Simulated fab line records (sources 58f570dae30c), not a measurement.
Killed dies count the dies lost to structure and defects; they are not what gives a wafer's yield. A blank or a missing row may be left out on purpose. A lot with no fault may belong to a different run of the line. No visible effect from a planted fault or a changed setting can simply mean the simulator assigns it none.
fab line records	flow berkeley-cmos170
record: lots: 6	wafers: 18	last-day: 10
route steps=331 shown START@1
lots untouched by any fault: they come from a run of this same line in which no faults occurred
start-h: the number of hours between the record's first day and the start of the first shown wafer of the lot	wait-h: time in hours since the lot's previous step	" identical to the entry in the row above	L1.1+2: a row that stands for several wafers	- no value, or no start was given	* or withheld: withheld	< > ~ a bound
route shown NAME@n: a module of which the file shows steps, and the number in the route of the first	usual: mean/standard deviation of fault-free wafers	same: alike in all rows	chamber/n: place in a boat	sites: per-site readings	_std_site: standard deviation across them	_edge_site: mean of outer sites minus mean of inner sites	radius-mm: for every site, how far away it sits from the centre of the wafer	mask NAME#n: copy n	behind: the most recent tool/chamber to have shaped the wafer	hold: what put the lot on hold/how long, in hours/how the hold closed	device: the n, p or np transistor that did not switch	end of line: the tests these same wafers got at the end of their route	a step given without rows: its recipe and nothing more	killed: dies lost to structure and defects at the first sort, not the wafer's yield	map: a wafer's dies, x killed, . not, _ none there
set.NAME: the setting the step ran with; set.NAME@STEP: the setting that earlier step ran with	model.NAME: the simulator's own value behind a step, which no gauge read
lots at selected steps of the route; one table per step, one row per wafer
services: a tool's chamber out of use, with start hour (start-h, from the record's first day; less than 0 if before it), hours out, and reason
== steps ==
step: UCB170_START_BOW_MEAS_00
recipe: mode: bow
usual: INCOMING_BOW: -1/6.2
lot.wafer	tool	chamber	start-h	wait-h	INCOMING_BOW[um]
L411.3	film-metro-03	-	25.04	-	-6
L411.5	"	-	"	"	6
L411.6	"	-	"	"	12
L421.2	film-metro-04	-	75.02	-	-6
L421.4	"	-	"	"	-4
L421.5	"	-	"	"	4
L422.1	film-metro-03	-	80.00	-	1
L422.2	"	-	"	"	9
L422.5	"	-	"	"	-11
L423.1	film-metro-03	-	85.00	-	-5
L423.5	"	-	"	"	-3
L423.6	"	-	"	"	-2
L425.1	film-metro-02	-	95.00	-	-6
L425.4	"	-	"	"	-1
L425.5	"	-	"	"	13
L427.1	film-metro-02	-	105.00	-	-10
L427.2	"	-	"	"	3
L427.5	"	-	"	"	11
step: UCB170_START_CLEAN_01
recipe: chemistry: dHF	dilution: 25:1	time-s: 60
step: UCB170_START_OXIDATION_02
recipe: temp-c: 950	ambient: O2	target-thk-a: 200	ox-time-s: 1800
usual: ox-temp-c: 950.1/0.42	ox-temp-c-max: 953.3/0.9
lot.wafer	tool	chamber	start-h	wait-h	ox-temp-c	ox-temp-c-max
L411.3	furnace-01	0	29.65	2.6	950.1	952.6
L411.5	"	0	"	"	949.9	952.1
L411.6	"	0	"	"	949.5	952.5
L421.2	furnace-01	0	76.24	0.8	949.5	952.1
L421.4	"	0	"	"	949.7	953.0
L421.5	"	0	"	"	950.6	953.0
L422.1	furnace-03	-	81.79	0.0	-	-
L422.2	"	-	"	"	-	-
L422.5	"	-	"	"	-	-
L423.1	furnace-01	-	88.11	1.4	-	-
L423.5	"	-	"	"	-	-
L423.6	"	-	"	"	-	-
L425.1	furnace-03	0	95.79	0.6	950.5	954.5
L425.4	"	0	"	"	950.8	954.7
L425.5	"	0	"	"	950.5	954.5
L427.1	furnace-04	0	105.15	0.0	950.2	954.4
L427.2	"	0	"	"	950.3	954.2
L427.5	"	0	"	"	949.7	953.0
== services ==
tool	chamber	start-h	hours	kind
furnace-03	-	25.55	3.9	pm
furnace-03	-	54.76	3.2	repair
== key ==
first-sign: step: UCB170_START_OXIDATION_02	reading: tool-record	direction: missing
effect none on later readings
met-at UCB170_START_OXIDATION_02
struck-wafers L422.1,L422.2,L422.5,L423.1,L423.5,L423.6
later-rows-left-out L422.1,L422.2,L422.5,L423.1,L423.5,L423.6
sort-left-out L422.1,L422.2,L422.5,L423.1,L423.5,L423.6
tester-left-out L422,L423
onset-between 76.24 81.79
fault: kind: skipped-step-whole	tool: furnace-01,furnace-03	chamber: -	onset-h: 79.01	steps: UCB170_START_OXIDATION_02	scope: struck-lots-only
tester-left-out: of these lots the tester's yield and bins aren't shown, on N5 and GAA mostly nor the transistor test; their killed dies are dies lost to structure and defects alone, not to doping, threshold or leakage, so they don't give the yield
sort-left-out: the simulated sort isn't trusted on such a fault, so these wafers' sort isn't shown, and their yield isn't known
later-rows-left-out: the simulator's readings of these wafers behind a module that went badly wrong aren't trusted and aren't shown, but for the sort
